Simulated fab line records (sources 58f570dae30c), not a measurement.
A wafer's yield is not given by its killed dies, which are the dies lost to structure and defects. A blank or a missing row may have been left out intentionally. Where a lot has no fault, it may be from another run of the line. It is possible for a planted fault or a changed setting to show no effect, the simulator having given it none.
fab line records + flow berkeley_cmos170
record:
- lots: 14
- wafers: 42
- last_day: 12
route steps=331 shown NWELL@26 PLDD@152 V1@256
lots untouched by any fault: they come from a run of this same line in which no faults occurred
start_h: the number of hours between the record's first day and the start of the first shown wafer of the lot + wait_h: hours since the lot's step before + " repeats the value in the row above + L1.1+2: several wafers, shown together as one row + - either no value or no given start + * or withheld: withheld + < > ~ a bound
route shown NAME@n: names a module that has steps shown in the file, with the first one's number in the route + usual: mean/standard deviation of fault-free wafers + same: alike in all rows + chamber/n: place in a boat + sites: each site's reading + _std_site: standard deviation of those values + _edge_site: inner sites' mean taken away from outer sites' mean + radius_mm: how far each site lies from the wafer's centre + mask NAME#n: copy n + behind: the last tool/chamber to shape the wafer + hold: cause of the lot's hold/its duration in hours/its outcome + device: which transistor (n, p or np) failed to switch + end of line: at the end of the route, the tests of the same wafers + step lacking rows: just its recipe + killed: dies lost to structure and defects at the first sort, not the wafer's yield + map: the dies of a wafer, with x for killed, . for not killed, _ for no die there
set.NAME: setting as actually run; set.NAME@STEP: the setting as run at that earlier step + model.NAME: the simulator's own value behind a step, which no gauge read
steps of the route over a sample of lots; a table a step, a row a wafer
services: when a tool's chamber went out of use (start_h, in hours from the record's first day, below 0 if earlier), for how many hours, and the reason
== steps ==
step: UCB170_NWELL_OVL_MEAS_12
usual:
- NWELL_OVL: 2/4.6
| lot.wafer | tool       | chamber | start_h | wait_h | NWELL_OVL[nm] |
|-----------|------------|---------|---------|--------|---------------|
| L136.2    | overlay-02 | -       | 37.50   | -      | 3             |
| L136.4    | "          | -       | "       | "      | 6             |
| L136.6    | "          | -       | "       | "      | 5             |
| L138.2    | overlay-02 | -       | 42.16   | -      | 1             |
| L138.3    | "          | -       | "       | "      | -1            |
| L138.5    | "          | -       | "       | "      | 3             |
| L140.3    | overlay-01 | -       | 49.84   | -      | 3             |
| L140.5    | "          | -       | "       | "      | 5             |
| L140.6    | "          | -       | "       | "      | 6             |
| L141.2    | overlay-02 | -       | 59.42   | -      | 1             |
| L141.3    | "          | -       | "       | "      | 6             |
| L141.4    | "          | -       | "       | "      | 4             |
| L144.2    | overlay-01 | -       | 75.31   | -      | -4            |
| L144.4    | "          | -       | "       | "      | 5             |
| L144.5    | "          | -       | "       | "      | 5             |
| L145.3    | overlay-02 | -       | 78.98   | -      | -4            |
| L145.5    | "          | -       | "       | "      | -5            |
| L145.6    | "          | -       | "       | "      | -4            |
| L146.1    | overlay-01 | -       | 85.14   | -      | 6             |
| L146.3    | "          | -       | "       | "      | 7             |
| L146.5    | "          | -       | "       | "      | 2             |
| L147.1    | overlay-01 | -       | 90.58   | -      | 14            |
| L147.4    | "          | -       | "       | "      | 2             |
| L147.5    | "          | -       | "       | "      | 5             |
| L149.3    | overlay-01 | -       | 97.73   | -      | 5             |
| L149.5    | "          | -       | "       | "      | -1            |
| L149.6    | "          | -       | "       | "      | 12            |
| L153.2    | overlay-02 | -       | 128.56  | -      | 0             |
| L153.3    | "          | -       | "       | "      | 3             |
| L153.5    | "          | -       | "       | "      | 3             |
| L154.2    | overlay-02 | -       | 128.91  | -      | 5             |
| L154.3    | "          | -       | "       | "      | 4             |
| L154.4    | "          | -       | "       | "      | 4             |
| L155.1    | overlay-02 | -       | 133.42  | -      | -5            |
| L155.2    | "          | -       | "       | "      | -1            |
| L155.4    | "          | -       | "       | "      | -6            |
| L156.2    | overlay-01 | -       | 136.90  | -      | -3            |
| L156.3    | "          | -       | "       | "      | 0             |
| L156.6    | "          | -       | "       | "      | -3            |
| L158.1    | overlay-02 | -       | 146.49  | -      | 7             |
| L158.3    | "          | -       | "       | "      | 8             |
| L158.5    | "          | -       | "       | "      | 4             |
step: UCB170_PLDD_OVL_MEAS_07
usual:
- PLDD_OVL: 0/5.9
| lot.wafer | tool       | chamber | start_h | wait_h | PLDD_OVL[nm] |
|-----------|------------|---------|---------|--------|--------------|
| L136.2    | overlay-02 | -       | 123.31  | 0.1    | -4           |
| L136.4    | "          | -       | "       | "      | -3           |
| L136.6    | "          | -       | "       | "      | -7           |
| L138.2    | overlay-01 | -       | 133.54  | 0.1    | 12           |
| L138.3    | "          | -       | "       | "      | 1            |
| L138.5    | "          | -       | "       | "      | 1            |
| L140.3    | overlay-02 | -       | 146.90  | 0.1    | -2           |
| L140.5    | "          | -       | "       | "      | 2            |
| L140.6    | "          | -       | "       | "      | -4           |
| L141.2    | overlay-02 | -       | 153.22  | 0.1    | 10           |
| L141.3    | "          | -       | "       | "      | 9            |
| L141.4    | "          | -       | "       | "      | 8            |
| L144.2    | overlay-02 | -       | 175.91  | 0.1    | -3           |
| L144.4    | "          | -       | "       | "      | 5            |
| L144.5    | "          | -       | "       | "      | 0            |
| L146.1    | overlay-02 | -       | 176.10  | 0.1    | -4           |
| L146.3    | "          | -       | "       | "      | -9           |
| L146.5    | "          | -       | "       | "      | -4           |
| L145.3    | overlay-01 | -       | 176.39  | 0.1    | 2            |
| L145.5    | "          | -       | "       | "      | -1           |
| L145.6    | "          | -       | "       | "      | -4           |
| L147.1    | overlay-01 | -       | 191.41  | 0.1    | 0            |
| L147.4    | "          | -       | "       | "      | 8            |
| L147.5    | "          | -       | "       | "      | 8            |
| L149.3    | overlay-01 | -       | 197.83  | 0.1    | 3            |
| L149.5    | "          | -       | "       | "      | 4            |
| L149.6    | "          | -       | "       | "      | 10           |
| L153.2    | overlay-01 | -       | 226.95  | 0.1    | -3           |
| L153.3    | "          | -       | "       | "      | -5           |
| L153.5    | "          | -       | "       | "      | -2           |
| L154.2    | overlay-02 | -       | 227.07  | 0.1    | -7           |
| L154.3    | "          | -       | "       | "      | -12          |
| L154.4    | "          | -       | "       | "      | -5           |
| L155.1    | overlay-01 | -       | 235.10  | 0.1    | 4            |
| L155.2    | "          | -       | "       | "      | 3            |
| L155.4    | "          | -       | "       | "      | -2           |
| L156.2    | overlay-02 | -       | 235.35  | 0.1    | 4            |
| L156.3    | "          | -       | "       | "      | -3           |
| L156.6    | "          | -       | "       | "      | 4            |
| L158.1    | overlay-02 | -       | 249.77  | 0.1    | -2           |
| L158.3    | "          | -       | "       | "      | 6            |
| L158.5    | "          | -       | "       | "      | -1           |
step: UCB170_V1_CMP_02
recipe:
- material: SiO2
- down_force_psi: 6
- platen_rpm: 60
- pad_velocity_m_s: 0.75398
usual:
- motor_current_A: 17.0/1.8
- retaining_ring_pressure_frac: 1.000/0.005
- slurry_filter_dp_kPa: 13.50/0.14
| lot.wafer | tool   | chamber | start_h | wait_h | motor_current_A | retaining_ring_pressure_frac | slurry_filter_dp_kPa |
|-----------|--------|---------|---------|--------|-----------------|------------------------------|----------------------|
| L136.4    | cmp-01 | 1       | 151.89  | 0.2    | 19.3            | 1.003                        | 13.39                |
| L136.2    | "      | 2       | "       | "      | 15.7            | 1.001                        | 13.49                |
| L136.6    | "      | 1       | "       | "      | 19.3            | 0.996                        | 13.73                |
| L138.2    | cmp-02 | 2       | 159.96  | 0.1    | 16.4            | 0.995                        | 13.56                |
| L138.3    | "      | 3       | "       | "      | 18.3            | 0.998                        | 13.33                |
| L138.5    | "      | 0       | "       | "      | 18.2            | 1.004                        | 13.43                |
| L140.3    | cmp-01 | 1       | 172.28  | 0.0    | 18.8            | 1.012                        | 13.66                |
| L140.5    | "      | 1       | "       | "      | 18.3            | 1.008                        | 13.68                |
| L140.6    | "      | 2       | "       | "      | 15.0            | 1.007                        | 13.34                |
| L141.3    | cmp-02 | 3       | 176.41  | 0.0    | 17.6            | 0.999                        | 13.44                |
| L141.2    | "      | 1       | "       | "      | 15.0            | 0.999                        | 13.52                |
| L141.4    | "      | 2       | "       | "      | 17.4            | 1.000                        | 13.40                |
| L146.3    | cmp-01 | 2       | 200.01  | 0.0    | 15.6            | 1.004                        | 13.40                |
| L146.1    | "      | 3       | "       | "      | 15.7            | 1.004                        | 13.42                |
| L146.5    | "      | 3       | "       | "      | 15.6            | 1.009                        | 13.24                |
| L144.2    | cmp-02 | 3       | 204.18  | 0.0    | 17.7            | 0.996                        | 13.37                |
| L144.4    | "      | 1       | "       | "      | 14.8            | 0.994                        | 13.30                |
| L144.5    | "      | 0       | "       | "      | 19.4            | 0.995                        | 13.25                |
| L145.3    | cmp-01 | 0       | 204.18  | 0.0    | 19.1            | 1.000                        | 13.47                |
| L145.5    | "      | 0       | "       | "      | 19.1            | 1.005                        | 13.41                |
| L145.6    | "      | 1       | "       | "      | 19.0            | 0.994                        | 13.51                |
| L147.4    | cmp-01 | 2       | 217.15  | 0.3    | 15.2            | 1.001                        | 13.49                |
| L147.1    | "      | 1       | "       | "      | 18.5            | 0.995                        | 13.53                |
| L147.5    | "      | 3       | "       | "      | 16.0            | 1.000                        | 13.63                |
| L149.3    | cmp-01 | 2       | 223.00  | 0.2    | 15.7            | 1.004                        | 13.55                |
| L149.5    | "      | 3       | "       | "      | 15.6            | 0.997                        | 13.39                |
| L149.6    | "      | 0       | "       | "      | 19.3            | 1.004                        | 13.49                |
| L153.2    | cmp-01 | 0       | 252.44  | 0.0    | 17.4            | 0.997                        | 13.20                |
| L153.3    | "      | 2       | "       | "      | 15.1            | 0.998                        | 13.54                |
| L153.5    | "      | 1       | "       | "      | 19.7            | 1.005                        | 13.58                |
| L154.3    | cmp-01 | 2       | 252.74  | 0.2    | 15.6            | 0.990                        | 13.50                |
| L154.2    | "      | 3       | "       | "      | 15.7            | 0.998                        | 13.32                |
| L154.4    | "      | 1       | "       | "      | 18.3            | 1.006                        | 13.59                |
| L155.1    | cmp-01 | 1       | 259.36  | 0.1    | 20.6            | 0.998                        | 13.65                |
| L155.2    | "      | 2       | "       | "      | 16.0            | 0.995                        | 13.63                |
| L155.4    | "      | 3       | "       | "      | 15.5            | 0.998                        | 13.62                |
| L156.2    | cmp-02 | 1       | 259.41  | 0.1    | 15.0            | 0.997                        | 13.63                |
| L156.3    | "      | 2       | "       | "      | 15.3            | 1.001                        | 13.30                |
| L156.6    | "      | 3       | "       | "      | 18.0            | 0.999                        | 13.51                |
| L158.3    | cmp-01 | 1       | 278.70  | 0.2    | 18.1            | 1.002                        | 13.64                |
| L158.1    | "      | 3       | "       | "      | 15.5            | 1.004                        | 13.33                |
| L158.5    | "      | 1       | "       | "      | 18.5            | 1.000                        | 13.54                |
step: UCB170_V1_ETCH_14
recipe:
- chemistry: CHF3/CF4/Ar
- target: SiO2
- stop_on: Al
- CHF3_flow_sccm: 45
- cf4_flow_sccm: 15
- Ar_flow_sccm: 150
- pressure_mtorr: 200
- rf_w: 700
- target_depth_a: 12500
- over_etch_frac: 0.25
- time_s: 291
usual:
- CHF3_flow_sccm: 45.01/0.12
- cf4_flow_sccm: 14.99/0.046
- drypump_motor_current_A: 5.8/0.38
- oes_product_au: 0.882/0.016
- throttle_valve_pct: 7.00/0.12
| lot.wafer | tool        | chamber | start_h | wait_h | CHF3_flow_sccm | cf4_flow_sccm | drypump_motor_current_A | oes_product_au | rf_hours_counter_h | throttle_valve_pct |
|-----------|-------------|---------|---------|--------|----------------|---------------|-------------------------|----------------|--------------------|--------------------|
| L136.2    | rie_diel-04 | 2       | 154.13  | 0.0    | 45.08          | 14.95         | 5.9                     | 0.867          | 80                 | 6.79               |
| L136.4    | "           | 0       | "       | "      | 44.90          | 14.99         | 5.5                     | 0.892          | 152                | 6.90               |
| L136.6    | "           | 1       | "       | "      | 45.30          | 15.01         | 6.2                     | 0.909          | -                  | 7.11               |
| L138.2    | rie_diel-02 | 2       | 161.89  | 0.0    | 45.06          | 14.95         | 5.1                     | 0.870          | 13                 | 6.96               |
| L138.3    | "           | 1       | "       | "      | 44.97          | 14.99         | 6.1                     | 0.884          | 14                 | 6.95               |
| L138.5    | "           | 0       | "       | "      | 45.04          | 15.03         | 5.4                     | 0.883          | -                  | 7.14               |
| L140.3    | rie_diel-04 | 2       | 175.22  | 0.0    | 44.94          | 15.04         | 5.9                     | 0.864          | 81                 | 6.80               |
| L140.5    | "           | 3       | "       | "      | 44.89          | 14.98         | 5.6                     | 0.893          | -                  | 7.10               |
| L140.6    | "           | 1       | "       | "      | 44.98          | 15.06         | 6.2                     | 0.907          | -                  | 7.11               |
| L141.2    | rie_diel-04 | 2       | 179.66  | 0.0    | 44.96          | 15.03         | 5.9                     | 0.863          | 81                 | 6.81               |
| L141.3    | "           | 3       | "       | "      | 45.03          | 15.00         | 5.6                     | 0.893          | 22                 | 7.10               |
| L141.4    | "           | 0       | "       | "      | 45.28          | 14.93         | 5.5                     | 0.860          | 0                  | 6.91               |
| L146.1    | rie_diel-04 | 0       | 204.16  | 0.0    | -              | -             | -                       | -              | -                  | -                  |
| L146.3    | "           | 2       | "       | "      | -              | -             | -                       | -              | -                  | -                  |
| L146.5    | "           | 3       | "       | "      | -              | -             | -                       | -              | -                  | -                  |
| L144.2    | rie_diel-03 | 0       | 206.38  | 0.0    | -              | -             | -                       | -              | -                  | -                  |
| L144.4    | "           | 2       | "       | "      | -              | -             | -                       | -              | -                  | -                  |
| L144.5    | "           | 0       | "       | "      | -              | -             | -                       | -              | -                  | -                  |
| L145.3    | rie_diel-04 | 0       | 206.38  | 0.0    | 44.85          | 14.86         | 5.5                     | 0.872          | 1                  | 6.91               |
| L145.5    | "           | 0       | "       | "      | 45.21          | 14.89         | 5.5                     | 0.871          | -                  | 6.92               |
| L145.6    | "           | 1       | "       | "      | 45.05          | 15.04         | 6.2                     | 0.903          | -                  | 7.10               |
| L147.1    | rie_diel-04 | 2       | 219.31  | 0.0    | 44.90          | 15.07         | 5.9                     | 0.867          | 83                 | 6.80               |
| L147.4    | "           | 1       | "       | "      | 45.09          | 15.03         | 6.2                     | 0.909          | 122                | 7.09               |
| L147.5    | "           | 0       | "       | "      | 44.92          | 14.94         | 5.4                     | 0.867          | -                  | 6.92               |
| L149.3    | rie_diel-02 | 3       | 225.27  | 0.0    | 45.03          | 15.01         | 5.6                     | 0.906          | 8                  | 7.09               |
| L149.5    | "           | 1       | "       | "      | 44.97          | 14.97         | 6.0                     | 0.876          | -                  | 6.94               |
| L149.6    | "           | 0       | "       | "      | 44.75          | 14.95         | 5.5                     | 0.892          | -                  | 7.14               |
| L153.2    | rie_diel-04 | 2       | 254.46  | 0.0    | 44.97          | 14.99         | 5.9                     | 0.871          | 84                 | 6.80               |
| L153.3    | "           | 3       | "       | "      | 45.05          | 14.94         | 5.6                     | 0.892          | 25                 | 7.11               |
| L153.5    | "           | 1       | "       | "      | 45.09          | 15.07         | 6.2                     | 0.903          | -                  | 7.09               |
| L154.2    | rie_diel-02 | 1       | 254.68  | 0.0    | 44.88          | 15.07         | 6.0                     | 0.884          | 17                 | 6.95               |
| L154.3    | "           | 3       | "       | "      | 44.81          | 15.00         | 5.6                     | 0.897          | 9                  | 7.09               |
| L154.4    | "           | 0       | "       | "      | 45.13          | 15.07         | 5.4                     | 0.886          | 19                 | 7.12               |
| L155.1    | rie_diel-04 | 1       | 261.12  | 0.0    | 44.84          | 14.99         | 6.2                     | 0.907          | 124                | 7.10               |
| L155.2    | "           | 2       | "       | "      | 45.08          | 15.01         | 5.9                     | 0.865          | 85                 | 6.80               |
| L155.4    | "           | 3       | "       | "      | 44.95          | 14.99         | 5.6                     | 0.884          | 26                 | 7.10               |
| L156.2    | rie_diel-02 | 0       | 261.29  | 0.0    | 44.78          | 15.08         | 5.4                     | 0.890          | 19                 | 7.14               |
| L156.3    | "           | 3       | "       | "      | 45.21          | 15.02         | 5.6                     | 0.901          | 9                  | 7.09               |
| L156.6    | "           | 0       | "       | "      | 44.97          | 15.01         | 5.4                     | 0.884          | -                  | 7.13               |
| L158.1    | rie_diel-04 | 1       | 281.06  | 0.0    | 44.88          | 15.06         | 6.2                     | 0.905          | 125                | 7.11               |
| L158.3    | "           | 2       | "       | "      | 44.90          | 14.96         | 5.9                     | 0.866          | 86                 | 6.80               |
| L158.5    | "           | 1       | "       | "      | 45.08          | 14.96         | 6.2                     | 0.909          | -                  | 7.10               |
step: UCB170_V1_STRIP_15
recipe:
- chemistry: O2
- power_w: 400
- pressure_mtorr: 3500
- platen_temp_c: withheld
- o2_flow_sccm: 400
- overash_fraction: 0.5
usual:
- drypump_motor_current_A: 5.7/0.69
- oes_product_au: 0.722/0.0041
- strip_time_to_endpoint_s: 15.33/0.14
| lot.wafer | tool            | chamber | start_h | wait_h | drypump_motor_current_A | oes_product_au | rf_hours_counter_h | strip_time_to_endpoint_s |
|-----------|-----------------|---------|---------|--------|-------------------------|----------------|--------------------|--------------------------|
| L136.2    | plasma_asher-03 | 0       | 154.31  | 0.1    | 6.5                     | 0.712          | 31                 | 15.40                    |
| L136.4    | "               | 1       | "       | "      | 5.0                     | 0.726          | -                  | 15.24                    |
| L136.6    | "               | 1       | "       | "      | 5.0                     | 0.722          | -                  | 15.37                    |
| L138.2    | plasma_asher-04 | 0       | 162.07  | 0.1    | 4.7                     | 0.725          | 48                 | 15.50                    |
| L138.3    | "               | 1       | "       | "      | 6.0                     | 0.730          | -                  | 15.37                    |
| L138.5    | "               | 1       | "       | "      | 6.0                     | 0.720          | -                  | 15.30                    |
| L140.3    | plasma_asher-04 | 0       | 175.43  | 0.1    | 4.8                     | 0.725          | -                  | 15.24                    |
| L140.5    | "               | 0       | "       | "      | 4.7                     | 0.726          | -                  | 15.01                    |
| L140.6    | "               | 1       | "       | "      | 6.0                     | 0.720          | -                  | 15.20                    |
| L141.2    | plasma_asher-03 | 1       | 179.84  | 0.1    | 5.0                     | 0.725          | 34                 | 15.42                    |
| L141.3    | "               | 0       | "       | "      | 6.5                     | 0.716          | -                  | 15.05                    |
| L141.4    | "               | 1       | "       | "      | 5.0                     | 0.714          | -                  | 15.29                    |
| L146.1    | plasma_asher-04 | 0       | 204.34  | 0.1    | 4.8                     | 0.730          | 52                 | 21.59                    |
| L146.3    | "               | 0       | "       | "      | 4.8                     | 0.729          | -                  | 21.64                    |
| L146.5    | "               | 1       | "       | "      | 6.0                     | 0.737          | -                  | 21.68                    |
| L144.2    | plasma_asher-03 | 1       | 206.55  | 0.1    | 5.0                     | 0.737          | 36                 | 21.73                    |
| L144.4    | "               | 0       | "       | "      | 6.5                     | 0.734          | -                  | 21.72                    |
| L144.5    | "               | 0       | "       | "      | 6.5                     | 0.744          | -                  | 21.73                    |
| L145.3    | plasma_asher-02 | 0       | 206.59  | 0.1    | 5.8                     | 0.719          | -                  | 15.38                    |
| L145.5    | "               | 1       | "       | "      | 6.5                     | 0.725          | -                  | 15.32                    |
| L145.6    | "               | 0       | "       | "      | 5.9                     | 0.718          | -                  | 15.34                    |
| L147.1    | plasma_asher-02 | 1       | 219.49  | 0.1    | 6.5                     | 0.723          | 11                 | 15.45                    |
| L147.4    | "               | 0       | "       | "      | 5.8                     | 0.724          | -                  | 15.34                    |
| L147.5    | "               | 1       | "       | "      | 6.5                     | 0.721          | -                  | 15.42                    |
| L149.3    | plasma_asher-04 | 1       | 225.48  | 0.1    | 6.0                     | 0.726          | -                  | 15.49                    |
| L149.5    | "               | 1       | "       | "      | 6.0                     | 0.717          | -                  | 15.44                    |
| L149.6    | "               | 0       | "       | "      | 4.8                     | 0.724          | -                  | 15.43                    |
| L153.2    | plasma_asher-04 | 1       | 254.64  | 0.1    | 6.0                     | 0.719          | 58                 | 15.45                    |
| L153.3    | "               | 1       | "       | "      | 6.0                     | 0.728          | -                  | 15.08                    |
| L153.5    | "               | 1       | "       | "      | 6.0                     | 0.720          | -                  | 15.26                    |
| L154.2    | plasma_asher-03 | 1       | 254.86  | 0.1    | 5.0                     | 0.721          | 42                 | 15.37                    |
| L154.3    | "               | 0       | "       | "      | 6.5                     | 0.727          | -                  | 15.56                    |
| L154.4    | "               | 1       | "       | "      | 5.0                     | 0.719          | -                  | 15.32                    |
| L155.1    | plasma_asher-03 | 0       | 261.30  | 0.1    | 6.5                     | 0.724          | 43                 | 15.36                    |
| L155.2    | "               | 1       | "       | "      | 5.0                     | 0.720          | 43                 | 15.48                    |
| L155.4    | "               | 0       | "       | "      | 6.5                     | 0.725          | -                  | 15.10                    |
| L156.2    | plasma_asher-04 | 0       | 261.47  | 0.1    | 4.7                     | 0.730          | 59                 | 15.38                    |
| L156.3    | "               | 0       | "       | "      | 4.8                     | 0.719          | -                  | 15.46                    |
| L156.6    | "               | 1       | "       | "      | 6.0                     | 0.720          | -                  | 15.36                    |
| L158.1    | plasma_asher-04 | 1       | 281.24  | 0.1    | 6.0                     | 0.716          | 61                 | 15.20                    |
| L158.3    | "               | 1       | "       | "      | 6.0                     | 0.719          | -                  | 15.28                    |
| L158.5    | "               | 1       | "       | "      | 6.0                     | 0.718          | -                  | 15.16                    |
step: UCB170_V1_CD_MEAS_90
recipe:
- target_cd_nm: 700
usual:
- cd_nm: 699.7/1.5
| lot.wafer | tool      | chamber | start_h | wait_h | cd_nm |
|-----------|-----------|---------|---------|--------|-------|
| L136.2    | cd_sem-01 | -       | 154.43  | 0.1    | 698.8 |
| L136.4    | "         | -       | "       | "      | 700.3 |
| L136.6    | "         | -       | "       | "      | 699.7 |
| L138.2    | cd_sem-02 | -       | 162.19  | 0.1    | 699.5 |
| L138.3    | "         | -       | "       | "      | 701.1 |
| L138.5    | "         | -       | "       | "      | 700.1 |
| L140.3    | cd_sem-01 | -       | 175.54  | 0.1    | 698.2 |
| L140.5    | "         | -       | "       | "      | 702.4 |
| L140.6    | "         | -       | "       | "      | 699.0 |
| L141.2    | cd_sem-02 | -       | 179.96  | 0.1    | 698.5 |
| L141.3    | "         | -       | "       | "      | 701.7 |
| L141.4    | "         | -       | "       | "      | 698.7 |
| L146.1    | cd_sem-01 | -       | 204.44  | 0.1    | -     |
| L146.3    | "         | -       | "       | "      | -     |
| L146.5    | "         | -       | "       | "      | -     |
| L144.2    | cd_sem-02 | -       | 206.67  | 0.1    | -     |
| L144.4    | "         | -       | "       | "      | -     |
| L144.5    | "         | -       | "       | "      | -     |
| L145.3    | cd_sem-01 | -       | 206.69  | 0.1    | 698.4 |
| L145.5    | "         | -       | "       | "      | 697.9 |
| L145.6    | "         | -       | "       | "      | 699.1 |
| L147.1    | cd_sem-01 | -       | 219.59  | 0.1    | 696.7 |
| L147.4    | "         | -       | "       | "      | 698.5 |
| L147.5    | "         | -       | "       | "      | 697.8 |
| L149.3    | cd_sem-01 | -       | 225.59  | 0.1    | 701.4 |
| L149.5    | "         | -       | "       | "      | 702.4 |
| L149.6    | "         | -       | "       | "      | 701.1 |
| L153.2    | cd_sem-02 | -       | 254.76  | 0.1    | 698.2 |
| L153.3    | "         | -       | "       | "      | 699.8 |
| L153.5    | "         | -       | "       | "      | 700.7 |
| L154.2    | cd_sem-01 | -       | 254.98  | 0.1    | 700.3 |
| L154.3    | "         | -       | "       | "      | 699.0 |
| L154.4    | "         | -       | "       | "      | 699.8 |
| L155.1    | cd_sem-02 | -       | 261.40  | 0.1    | 698.5 |
| L155.2    | "         | -       | "       | "      | 695.4 |
| L155.4    | "         | -       | "       | "      | 699.5 |
| L156.2    | cd_sem-01 | -       | 261.59  | 0.1    | 698.8 |
| L156.3    | "         | -       | "       | "      | 699.1 |
| L156.6    | "         | -       | "       | "      | 698.9 |
| L158.1    | cd_sem-01 | -       | 281.34  | 0.1    | 699.8 |
| L158.3    | "         | -       | "       | "      | 698.5 |
| L158.5    | "         | -       | "       | "      | 699.1 |
== services ==
| tool            | chamber | start_h | hours | kind                           |
|-----------------|---------|---------|-------|--------------------------------|
| plasma_asher-04 | -       | 150.88  | 0.5   | repair                         |
| rie_diel-04     | 0       | 161.07  | -     | clean                          |
| rie_diel-04     | 0       | 161.07  | 14.6  | scheduled_down                 |
| rie_diel-04     | 0       | 161.07  | 14.6  | vent_cycle                     |
| rie_diel-02     | 0       | 167.86  | 4.2   | repair                         |
| rie_diel-02     | 2       | 185.89  | 5.7   | repair                         |
| rie_diel-04     | -       | 188.90  | 2.1   | repair                         |
| rie_diel-02     | -       | 200.88  | 0.9   | repair                         |
| cmp-02          | -       | 201.03  | 1.3   | repair                         |
| rie_diel-04     | 2       | 205.60  | 7.1   | repair                         |
| cmp-02          | -       | 216.01  | 7.0   | pm                             |
| cmp-01          | -       | 218.66  | 0.5   | repair                         |
| cmp-01          | -       | 232.00  | 4.0   | pm                             |
| cmp-01          | -       | 236.00  | -     | consumable_replace:conditioner |
| cmp-01          | -       | 236.00  | -     | consumable_replace:pad         |
| cmp-01          | -       | 236.00  | 4.4   | pm                             |
| plasma_asher-02 | -       | 248.15  | 7.4   | repair                         |
| rie_diel-04     | 0       | 262.01  | 8.3   | repair                         |
| rie_diel-04     | 3       | 263.32  | 9.2   | repair                         |
| rie_diel-04     | 1       | 271.20  | 6.3   | repair                         |
| rie_diel-03     | 3       | 277.87  | -     | clean                          |
== key ==
first_sign:
- step: UCB170_V1_ETCH_14
- reading: tool_record
- direction: missing
effect:
- step: UCB170_V1_STRIP_15
- reading: strip_time_to_endpoint_s
- direction: up
- sigmas: 47
- usual: *
- struck: *
effect:
- step: UCB170_V1_CD_MEAS_90
- reading: cd_nm
- direction: missing
met_at UCB170_V1_ETCH_14
struck_lots L144,L146
later_rows_left_out L144.2,L144.4,L144.5,L146.1,L146.3,L146.5
sort_left_out L144.2,L144.4,L144.5,L146.1,L146.3,L146.5
not_acting_at UCB170_NWELL_OVL_MEAS_12,UCB170_PLDD_OVL_MEAS_07,UCB170_V1_CMP_02
onset_between 179.66 204.16
fault:
- kind: skipped_step_whole
- tool: rie_diel-03,rie_diel-04
- chamber: -
- onset_h: 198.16
- steps: UCB170_V1_ETCH_14
- scope: struck_lots_only
sort_left_out: the simulated sort isn't trusted on such a fault, so these wafers' sort isn't shown, and their yield isn't known
later_rows_left_out: the simulator's readings of these wafers behind a module that went badly wrong aren't trusted and aren't shown, but for the sort
